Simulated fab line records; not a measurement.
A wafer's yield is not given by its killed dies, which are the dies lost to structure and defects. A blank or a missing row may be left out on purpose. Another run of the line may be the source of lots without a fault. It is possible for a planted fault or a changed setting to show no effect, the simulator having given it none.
Struck lot and sound lot, side by side ; flow berkeley-cmos170 ; 14 steps out of a route of 331
Sound: the wafers L958.2, L958.4, L958.5. Struck: wafers L960.1, L960.4, L960.6. Last of all comes the cause.
For every step that has rows: the tool of each side, followed by ch and its chambers, followed by its first start. Under that, the readings that differ: sound wafers ; struck wafers ; difference of the means ; sigmas: that difference in standard deviations of wafers without a fault.
alike: words and numbers the same on both sides, and readings whose means are apart by under 2 such deviations; not compared: readings that were withheld, readings missing a value for some wafer, numbers with overlapping values and no deviation given by the record, and bounds like >300 which may hide the same value.
The two part at a step that has a row with sigmas, a row that says differs or no value, or rows on one side only. Non-overlapping numbers with no deviation appear without sigmas and do not part them. Lack of a reading on every wafer of one side parts them only where that side has two or more wafers.

first, 5 steps without rows for these wafers: UCB170_PFIELD_COAT_01 (resist thk 900 nm); UCB170_PFIELD_SOFTBAKE_02 (time 60 s); UCB170_PFIELD_EXPOSE_03 (exposes mask PFIELD, target cd 1500 nm); UCB170_PFIELD_PEB_04; UCB170_PFIELD_DEVELOP_05 (develop time 45 s).
UCB170_PFIELD_OVL_MEAS_06:
  sound on overlay-01, day 6 03:04; struck on overlay-02, day 7 08:52
  alike: PFIELD_OVL
following that, these wafers have no rows for 1 step: UCB170_PFIELD_IMPLANT_07.
UCB170_PFIELD_STRIP_08: strips in O2.
  sound on plasma-asher-03 ch 1, day 6 03:14; struck on plasma-asher-02 ch 0,1, day 7 09:02
  alike: drypump-motor-current-A, oes-product-au, strip-time-to-endpoint-s
  not compared: rf-hours-counter-h
UCB170_PFIELD_TW_MEAS_09:
  sound on film-metro-03, day 6 03:21; struck on film-metro-01, day 7 09:08
reading;sound;struck;difference;sigmas
PFIELD_TW;597 599 601;610 612 607;+11;+2
then, 2 steps without rows for these wafers: UCB170_FIELD_CLEAN_00 (cleans in dHF, time 7.5 s); UCB170_FIELD_OXIDATION_01 (target thk 558.3 nm, ox time 7200 s).
UCB170_FIELD_THK_MEAS_02:
  sound on film-metro-04, day 6 12:47; struck on film-metro-04, day 7 15:32
  alike: FIELD_OXIDE_THK
UCB170_FIELD_ANNEAL_03: time 1200 s.
  struck on furnace-01, day 7 19:08; sound on furnace-01 ch 0, day 6 20:47
  no value came back on the struck wafers for spike-tc-centre-C (C), spike-tc-load-C (C), zone-power-source-pct (%); on the sound wafers spike-tc-centre-C (C) reads 1002.8 1003.9 1004.2
then, 1 step without rows for these wafers: UCB170_FIELD_WET_ETCH_04 (etches SiO2 in dHF, time 60 s).

WHERE THEY PART
Earliest at UCB170_PFIELD_TW_MEAS_09; latest, in this record, at UCB170_FIELD_ANNEAL_03.

WHY: the cause the simulator had injected
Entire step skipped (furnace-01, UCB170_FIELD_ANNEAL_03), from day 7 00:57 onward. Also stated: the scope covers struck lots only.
